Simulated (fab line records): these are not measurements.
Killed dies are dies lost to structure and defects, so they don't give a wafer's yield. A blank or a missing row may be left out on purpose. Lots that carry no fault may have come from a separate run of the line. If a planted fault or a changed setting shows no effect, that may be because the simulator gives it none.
fab line records	flow rit_cmos
[record] lots = 15	wafers = 45	last_day = 8
route steps=202 shown FOX1@20 FOX2@27 PRETRO@73 M1@199
lots that met no fault: from a run of the same line without faults
start_h: hours from the record's opening day to when the first of the lot's shown wafers began	wait_h: time in hours since the lot's previous step	" identical to the entry in the row above	L1.1+2: one row covering several wafers at once	- no value, or no start given	* or withheld: withheld	< > ~ a bound
route shown NAME@n: names a module that has steps shown in the file, with the first one's number in the route	usual: mean/standard deviation taken from wafers without a fault	same: alike in all rows	chamber/n: place in a boat	sites: each site's reading	_std_site: standard deviation across them	_edge_site: inner sites' mean taken away from outer sites' mean	radius_mm: how far each site lies from the wafer's centre	mask NAME#n: copy n	behind: the tool/chamber that last shaped the wafer	hold: reason for holding the lot/hours on hold/outcome of the hold	device: the n, p or np transistor that did not switch	end of line: the route-end tests of the same wafers	a step without rows: its recipe alone	killed: at the first sort, the dies lost to defects and structure; wafer yield is something else	map: per-die view of a wafer (x killed, . not killed, _ where there is no die)
set.NAME: the setting as run; set.NAME@STEP: as run at that earlier step	model.NAME: the simulator's own value behind a step, which no gauge read
route steps across a sampled set of lots; one table per step, one row per wafer
services: from which hour (start_h, from the record's first day; less than 0 if before it) a tool's chamber was out of use, for how many hours, and why
[[steps]]
[step RIT_FOX1_OXIDATION_00]
[recipe] temp_c = 1100	ambient = H2O	target_thk_a = 3507	p_h2o_torr = 720	ox_time_s = 1130
[usual] spike_tc_centre_C = 1103.3/2.1	spike_tc_load_C = 1129.7/2.1	spike_tc_source_C = 1127.3/2.1	tube_center_temp_C = 1100/0.098	tube_center_temp_C_max = 1102.8/0.43
lot.wafer	tool	chamber	start_h	wait_h	spike_tc_centre_C	spike_tc_load_C	spike_tc_source_C	tube_center_temp_C	tube_center_temp_C_max
L866.1	furnace-01	0	22.18	0.8	1099.6	1129.8	1125.8	1099.9	1102.6
L866.4	"	0	"	"	1101.1	1130.6	1126.8	1100	1102.9
L866.6	"	0	"	"	1099.1	1129.7	1126.4	1100	1103.1
L868.1	furnace-04	0	30.50	0.0	1101.1	1127.8	1130.9	1100	1102.9
L868.2	"	0	"	"	1101.7	1127.3	1130.3	1099.9	1102.5
L868.3	"	0	"	"	1102.5	1126.8	1129.1	1100	1102.6
L869.1	furnace-03	0	37.46	2.0	1103.8	1131.1	1124.3	1100.1	1103.3
L869.3	"	0	"	"	1103.5	1133.3	1125.2	1100.1	1103.5
L869.5	"	0	"	"	1104.8	1132.0	1124.5	1100	1103.2
L870.1	furnace-04	0	42.71	1.7	1102.0	1125.9	1129.7	1100.1	1103.3
L870.2	"	0	"	"	1102.9	1128.4	1128.5	1099.9	1102.2
L870.4	"	0	"	"	1103.5	1127.5	1130.1	1100.1	1102.7
L871.2	furnace-03	0	51.58	4.6	1106.6	1130.7	1126.7	1099.9	1102.4
L871.3	"	0	"	"	1104.8	1131.2	1125.1	1099.8	1102.7
L871.5	"	0	"	"	1106.2	1132.2	1125.6	1100	1103.2
L872.1	furnace-03	0	58.32	3.2	1106.1	1132.3	1126.6	1100	1102.5
L872.3	"	0	"	"	1106.2	1130.4	1126.3	1100	1103.0
L872.4	"	0	"	"	1104.4	1132.9	1126.1	1099.9	1102.8
L873.1	furnace-04	0	60.20	1.6	1101.0	1127.0	1127.7	1100	1102.5
L873.2	"	0	"	"	1102.4	1126.0	1130.2	1099.9	1102.7
L873.4	"	0	"	"	1103.1	1128.2	1128.6	1100.1	1102.5
L874.1	furnace-04	0	63.45	0.8	1100.9	1127.9	1130.8	1100.2	1102.7
L874.2	"	0	"	"	1102.5	1128.0	1128.3	1099.9	1102.5
L874.4	"	0	"	"	1102.9	1126.3	1129.0	1100	1102.6
L876.1	furnace-04	0	74.35	3.3	1101.6	1127.6	1130.4	1100.1	1102.7
L876.2	"	0	"	"	1103.1	1128.7	1131.1	1099.9	1103.0
L876.4	"	0	"	"	1101.4	1125.3	1130.7	1100	1102.1
L877.2	furnace-03	0	79.00	1.1	1139.1	1167.0	1161.3	1134.9	1137.1
L877.3	"	0	"	"	1140.2	1166.5	1160.0	1135.1	1138.6
L877.5	"	0	"	"	1140.9	1167.6	1162.7	1134.8	1136.7
L878.2	furnace-03	0	81.52	0.0	1139.3	1167.9	1161.7	1135.1	1137.2
L878.4	"	0	"	"	1138.4	1167.6	1162.5	1135	1138.2
L878.5	"	0	"	"	1140.0	1165.0	1159.4	1135.2	1137.9
L879.3	furnace-03	0	87.13	1.6	1141.8	1167.3	1161.7	1134.9	1137.8
L879.4	"	0	"	"	1138.3	1167.5	1160.4	1135	1137.2
L879.5	"	0	"	"	1141.1	1165.1	1161.8	1135	1138.1
L881.2	furnace-04	0	97.97	0.0	1102.3	1125.0	1129.1	1100	1103.3
L881.4	"	0	"	"	1101.7	1128.1	1128.4	1100.1	1103.1
L881.5	"	0	"	"	1101.1	1127.0	1129.4	1100	1103.0
L886.1	furnace-01	0	122.48	0.0	1099.6	1130.4	1125.6	1100	1102.3
L886.3	"	0	"	"	1100.9	1130.6	1126.6	1100	1102.3
L886.5	"	0	"	"	1100.0	1130.1	1126.9	1100.1	1102.2
L888.2	furnace-04	0	132.42	1.8	1101.0	1129.7	1129.8	1100.1	1103.0
L888.5	"	0	"	"	1103.6	1126.9	1128.6	1100	1103.1
L888.6	"	0	"	"	1101.4	1127.0	1131.2	1100	1102.5
[step RIT_FOX1_THK_MEAS_01]
[recipe] reads = SiO2_of_FOX1_OXIDATION_00
[usual] FOX1_OXIDE_THK = 346/6.1
lot.wafer	tool	chamber	start_h	wait_h	FOX1_OXIDE_THK[nm]
L866.1	film_metro-02	-	23.49	0.0	345
L866.4	"	-	"	"	345
L866.6	"	-	"	"	341
L868.1	film_metro-02	-	31.82	0.0	342
L868.2	"	-	"	"	348
L868.3	"	-	"	"	346
L869.1	film_metro-04	-	38.78	0.0	350
L869.3	"	-	"	"	347
L869.5	"	-	"	"	351
L870.1	film_metro-04	-	44.02	0.0	353
L870.2	"	-	"	"	356
L870.4	"	-	"	"	353
L871.2	film_metro-04	-	52.90	0.0	344
L871.3	"	-	"	"	346
L871.5	"	-	"	"	346
L872.1	film_metro-03	-	59.64	0.0	350
L872.3	"	-	"	"	351
L872.4	"	-	"	"	351
L873.1	film_metro-03	-	61.51	0.0	359
L873.2	"	-	"	"	357
L873.4	"	-	"	"	354
L874.1	film_metro-04	-	64.76	0.0	350
L874.2	"	-	"	"	345
L874.4	"	-	"	"	344
L876.1	film_metro-02	-	75.67	0.0	350
L876.2	"	-	"	"	349
L876.4	"	-	"	"	351
L877.2	film_metro-03	-	80.33	0.0	393
L877.3	"	-	"	"	402
L877.5	"	-	"	"	390
L878.2	film_metro-04	-	82.85	0.0	397
L878.4	"	-	"	"	399
L878.5	"	-	"	"	399
L879.3	film_metro-04	-	88.46	0.0	393
L879.4	"	-	"	"	401
L879.5	"	-	"	"	394
L881.2	film_metro-03	-	99.30	0.0	340
L881.4	"	-	"	"	347
L881.5	"	-	"	"	346
L886.1	film_metro-03	-	123.79	0.0	344
L886.3	"	-	"	"	339
L886.5	"	-	"	"	342
L888.2	film_metro-04	-	133.74	0.0	351
L888.5	"	-	"	"	343
L888.6	"	-	"	"	352
[step RIT_FOX2_THK_MEAS_90]
[recipe] reads = SiO2_of_FOX2_OXIDATION_00
[usual] FIELD_OXIDE_LEFT_1_THK = 322/7.8
lot.wafer	tool	chamber	start_h	wait_h	FIELD_OXIDE_LEFT_1_THK[nm]
L866.1	film_metro-02	-	26.08	0.0	335
L866.4	"	-	"	"	325
L866.6	"	-	"	"	326
L868.1	film_metro-01	-	34.24	0.0	307
L868.2	"	-	"	"	309
L868.3	"	-	"	"	313
L869.1	film_metro-02	-	42.26	0.0	316
L869.3	"	-	"	"	324
L869.5	"	-	"	"	320
L870.1	film_metro-02	-	50.59	0.0	321
L870.2	"	-	"	"	323
L870.4	"	-	"	"	321
L871.2	film_metro-02	-	57.28	0.0	325
L871.3	"	-	"	"	326
L871.5	"	-	"	"	324
L872.1	film_metro-02	-	63.71	0.0	326
L872.3	"	-	"	"	322
L872.4	"	-	"	"	319
L873.1	film_metro-02	-	65.45	0.0	330
L873.2	"	-	"	"	323
L873.4	"	-	"	"	325
L874.1	film_metro-02	-	67.21	0.0	342
L874.2	"	-	"	"	333
L874.4	"	-	"	"	340
L876.1	film_metro-02	-	80.04	0.0	326
L876.2	"	-	"	"	323
L876.4	"	-	"	"	327
L877.2	film_metro-02	-	82.69	0.0	324
L877.3	"	-	"	"	325
L877.5	"	-	"	"	320
L878.2	film_metro-04	-	85.97	0.0	325
L878.4	"	-	"	"	321
L878.5	"	-	"	"	320
L879.3	film_metro-02	-	90.83	0.0	319
L879.4	"	-	"	"	317
L879.5	"	-	"	"	317
L881.2	film_metro-01	-	101.67	0.0	309
L881.4	"	-	"	"	313
L881.5	"	-	"	"	310
L886.1	film_metro-04	-	126.18	0.0	325
L886.3	"	-	"	"	326
L886.5	"	-	"	"	334
L888.2	film_metro-02	-	136.17	0.0	323
L888.5	"	-	"	"	326
L888.6	"	-	"	"	324
[step RIT_PRETRO_STRIP_09]
[recipe] chemistry = O2	time_s = 180	resist = NOVOLAK	platen_temp_c = withheld	power_w = 500	pressure_mtorr = 4000	o2_flow_sccm = 4000
[usual] drypump_motor_current_A = 5.9/0.46
lot.wafer	tool	chamber	start_h	wait_h	drypump_motor_current_A	rf_hours_counter_h
L866.1	plasma_asher-01	1	38.14	0.1	6.4	35
L866.4	"	0	"	"	5.4	-
L866.6	"	0	"	"	5.5	-
L868.1	plasma_asher-03	0	46.28	0.1	5.5	27
L868.2	"	1	"	"	5.5	27
L868.3	"	0	"	"	5.5	-
L869.1	plasma_asher-02	1	59.60	0.1	6.5	41
L869.3	"	1	"	"	6.6	-
L869.5	"	0	"	"	5.7	-
L870.1	plasma_asher-02	1	64.77	0.1	6.5	41
L870.2	"	0	"	"	5.7	41
L870.4	"	0	"	"	5.7	-
L871.2	plasma_asher-02	1	71.27	0.1	6.5	42
L871.3	"	1	"	"	6.6	-
L871.5	"	0	"	"	5.7	-
L872.1	plasma_asher-03	1	75.53	0.1	5.4	29
L872.3	"	1	"	"	5.5	-
L872.4	"	0	"	"	5.5	-
L873.1	plasma_asher-03	1	77.15	0.1	5.5	30
L873.2	"	0	"	"	5.5	30
L873.4	"	0	"	"	5.5	-
L874.1	plasma_asher-02	1	82.29	0.1	6.6	43
L874.2	"	0	"	"	5.7	43
L874.4	"	0	"	"	5.7	-
L876.1	plasma_asher-02	1	93.21	0.1	6.5	45
L876.2	"	0	"	"	5.6	45
L876.4	"	0	"	"	5.7	-
L877.2	plasma_asher-02	1	95.85	0.1	6.6	45
L877.3	"	1	"	"	6.6	-
L877.5	"	1	"	"	6.5	-
L878.2	plasma_asher-03	0	98.81	0.1	5.5	32
L878.4	"	0	"	"	5.6	-
L878.5	"	0	"	"	5.5	-
L879.3	plasma_asher-02	1	104.11	0.1	6.5	-
L879.4	"	0	"	"	5.6	-
L879.5	"	1	"	"	6.6	-
L881.2	plasma_asher-02	1	113.98	0.1	6.6	48
L881.4	"	0	"	"	5.7	-
L881.5	"	0	"	"	5.6	-
L886.1	plasma_asher-02	0	137.90	0.1	5.7	50
L886.3	"	1	"	"	6.6	-
L886.5	"	1	"	"	6.5	-
L888.2	plasma_asher-03	0	148.97	0.1	5.6	38
L888.5	"	0	"	"	5.6	-
L888.6	"	1	"	"	5.4	-
[step RIT_M1_CD_MEAS_90]
[recipe] target_cd_nm = 2600
[usual] cd_nm = 2600/3.2
lot.wafer	tool	chamber	start_h	wait_h	cd_nm
L866.1	cd_sem-02	-	64.24	0.1	2601
L866.4	"	-	"	"	2599
L866.6	"	-	"	"	2600
L868.1	cd_sem-02	-	78.96	0.1	2604
L868.2	"	-	"	"	2604
L868.3	"	-	"	"	2604
L869.1	cd_sem-02	-	87.26	0.1	2604
L869.3	"	-	"	"	2602
L869.5	"	-	"	"	2600
L870.1	cd_sem-02	-	93.21	0.1	2597
L870.2	"	-	"	"	2601
L870.4	"	-	"	"	2600
L871.2	cd_sem-02	-	100.43	0.1	2605
L871.3	"	-	"	"	2608
L871.5	"	-	"	"	2607
L873.1	cd_sem-01	-	102.29	0.1	2599
L873.2	"	-	"	"	2602
L873.4	"	-	"	"	2604
L872.1	cd_sem-02	-	102.75	0.1	2598
L872.3	"	-	"	"	2599
L872.4	"	-	"	"	2598
L874.1	cd_sem-02	-	107.47	0.1	2600
L874.2	"	-	"	"	2601
L874.4	"	-	"	"	2599
L876.1	cd_sem-01	-	118.20	0.1	2603
L876.2	"	-	"	"	2599
L876.4	"	-	"	"	2603
L877.2	cd_sem-02	-	120.62	0.1	2599
L877.3	"	-	"	"	2596
L877.5	"	-	"	"	2594
L878.2	cd_sem-01	-	126.55	0.1	2595
L878.4	"	-	"	"	2596
L878.5	"	-	"	"	2595
L879.3	cd_sem-01	-	127.96	0.1	2603
L879.4	"	-	"	"	2607
L879.5	"	-	"	"	2605
L881.2	cd_sem-02	-	138.53	0.1	2598
L881.4	"	-	"	"	2596
L881.5	"	-	"	"	2598
L886.1	cd_sem-02	-	164.39	0.1	2598
L886.3	"	-	"	"	2598
L886.5	"	-	"	"	2597
L888.2	cd_sem-02	-	179.73	0.1	2596
L888.5	"	-	"	"	2598
L888.6	"	-	"	"	2600
[step RIT_M1_PROBE_99]
[usual] killed_at_contacts = 0.0/0.2	killed_at_front_end = 6.8/3	killed_dies = 6.9/3	killed_open = 3.3/1.9	killed_short = 3.6/1.9
[same] gross_dies = 264	killed_at_M0_to_M3 = 0	killed_at_M4_up = 0	killed_at_back_side = 0	killed_at_other = 0
lot.wafer	tool	chamber	start_h	wait_h	killed_at_contacts	killed_at_front_end	killed_dies	killed_open	killed_short
L886.1	prober-01	-	166.13	0.1	0	6	6	1	5
L886.3	prober-01	-	166.23	0.2	0	8	8	4	4
L886.5	prober-01	-	166.33	0.2	0	3	3	2	1
// killed by level:class
L886.1 FOX1:geometric_particle:short=3 GATE:geometric_particle:short=2 SILICIDE:geometric_particle:open=1
L886.3 GATE:geometric_particle:short=3 GATE:geometric_particle:open=2 REOX:geometric_particle:open=1 REOX:geometric_particle:short=1 SILICIDE:geometric_particle:open=1
L886.5 GATE:geometric_particle:short=1 REOX:geometric_particle:open=1 SPACER:geometric_particle:open=1
[[services]]
tool	chamber	start_h	hours	kind
furnace-04	-	2.91	3.8	pm
furnace-01	-	11.55	1.4	repair
plasma_asher-03	-	16.05	4.5	repair
furnace-03	-	43.44	3.8	pm
furnace-01	-	48.56	2.7	pm
plasma_asher-01	-	108.75	9.0	pm
plasma_asher-01	0	108.75	9.0	vent_cycle
plasma_asher-01	1	108.75	9.0	vent_cycle
furnace-03	-	112.27	1.0	pm
plasma_asher-01	0	117.75	-	clean
plasma_asher-01	1	117.75	-	clean
furnace-04	-	139.39	3.6	pm
plasma_asher-02	-	142.05	0.5	repair
furnace-04	-	142.24	37.5	repair
plasma_asher-01	-	145.83	2.8	pm
[[key]]
[first_sign] step = RIT_FOX1_OXIDATION_00	reading = tube_center_temp_C	direction = up	sigmas = 99+	usual = *	struck = *
[effect] step = RIT_FOX1_OXIDATION_00	reading = tube_center_temp_C_max	direction = up	sigmas = 81	usual = *	struck = *
[effect] step = RIT_FOX1_THK_MEAS_01	reading = FOX1_OXIDE_THK	direction = up	sigmas = 8.2	usual = 346	struck = 396
met_at RIT_FOX1_OXIDATION_00
struck_lots L877,L878,L879
tester_left_out L877,L878,L879
not_acting_at RIT_FOX2_THK_MEAS_90,RIT_PRETRO_STRIP_09,RIT_M1_CD_MEAS_90
[fault] kind = process_parameter_drift	tool = furnace-03	chamber = -	onset_h = 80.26	steps = RIT_FOX1_OXIDATION_00	channel = temp_c	offset = *	shape = step	end_h = 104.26	acts_in = *	stated = *
// tester_left_out: of these lots the tester's yield and bins aren't shown, on N5 and GAA mostly nor the transistor test; their killed dies are dies lost to structure and defects alone, not to doping, threshold or leakage, so they don't give the yield
